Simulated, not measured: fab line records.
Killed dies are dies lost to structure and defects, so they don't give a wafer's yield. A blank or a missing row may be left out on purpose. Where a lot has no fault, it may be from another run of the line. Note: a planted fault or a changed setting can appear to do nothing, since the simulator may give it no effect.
A struck lot beside a sound one	flow rit_cmos	14 out of 202 route steps
Sound: wafers L933.2, L933.3, L933.4. Struck: wafers L927.3, L927.5, L927.6. Last of all comes the cause.
Per side, at each step with rows, come the tool, then ch with its chambers, and then its first start. Under that, the readings that differ: sound wafers	struck wafers	difference of the means	sigmas: that difference in standard deviations of wafers without a fault.
alike: readings whose means differ by less than 2 such deviations, and words and numbers that are the same on both sides. not compared: withheld readings, readings that some wafer has no value for, bounds like >300 that may hide the same value, and numbers for which the record gives no deviation and whose values overlap.
Wherever a step has rows on one side only, a row that says differs or no value, or a row with sigmas, the two part there. When numbers do not overlap yet have no deviation, they are printed without sigmas and do not part them. A reading missing from all wafers of one side parts the sides only when that side holds two or more wafers.

first, 2 steps without rows for these wafers: RIT_NLDD_PEB_04; RIT_NLDD_DEVELOP_05 (develop time 50 s).
RIT_NLDD_OVL_MEAS_06:
  struck on overlay-01, day 4 01:34; sound on overlay-01, day 5 06:52
  alike: NLDD_OVL
then, 2 steps without rows for these wafers: RIT_NLDD_HARDBAKE_07 (time 60 s); RIT_NLDD_IMPLANT_08.
RIT_NLDD_STRIP_09: strips in O2, time 180 s.
  sound on plasma_asher-03 ch 0,1, day 5 07:11; struck on plasma_asher-03 ch 0,1, day 4 01:56
  alike: drypump_motor_current_A
  not compared: rf_hours_counter_h
RIT_NLDD_TW_MEAS_10:
  struck on film_metro-02, day 4 02:05; sound on film_metro-02, day 5 07:22
  alike: NLDD_TW
then, 5 steps without rows for these wafers: RIT_PLDD_HMDS_00 (prime time 60 s); RIT_PLDD_COAT_01 (resist thk 1000 nm); RIT_PLDD_SOFTBAKE_02 (time 60 s); RIT_PLDD_EXPOSE_03 (exposes mask M8, target cd 40900 nm); RIT_PLDD_PEB_04.
RIT_PLDD_DEVELOP_05: develop time 50 s.
  struck on litho_track-04, day 4 02:00; sound on litho_track-04 ch 0, day 5 08:00
  no value came back on the struck wafers for chill_plate_temp_C (C), develop_time_s (s); on the sound wafers chill_plate_temp_C (C) reads 23.06 22.98 22.95
RIT_PLDD_OVL_MEAS_06:
  struck on overlay-01, day 4 02:59; sound on overlay-02, day 5 08:17
reading	sound	struck	difference	sigmas
PLDD_OVL (nm)	-0.6 -1.1 -1.4	- - -	no value on the struck wafers	

## WHERE THEY PART
First at RIT_PLDD_DEVELOP_05; last, within this record, at RIT_PLDD_OVL_MEAS_06.

WHY: whatever the simulator had introduced
Entire step skipped (litho_track-04, RIT_PLDD_DEVELOP_05), from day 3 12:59 onward. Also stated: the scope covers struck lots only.
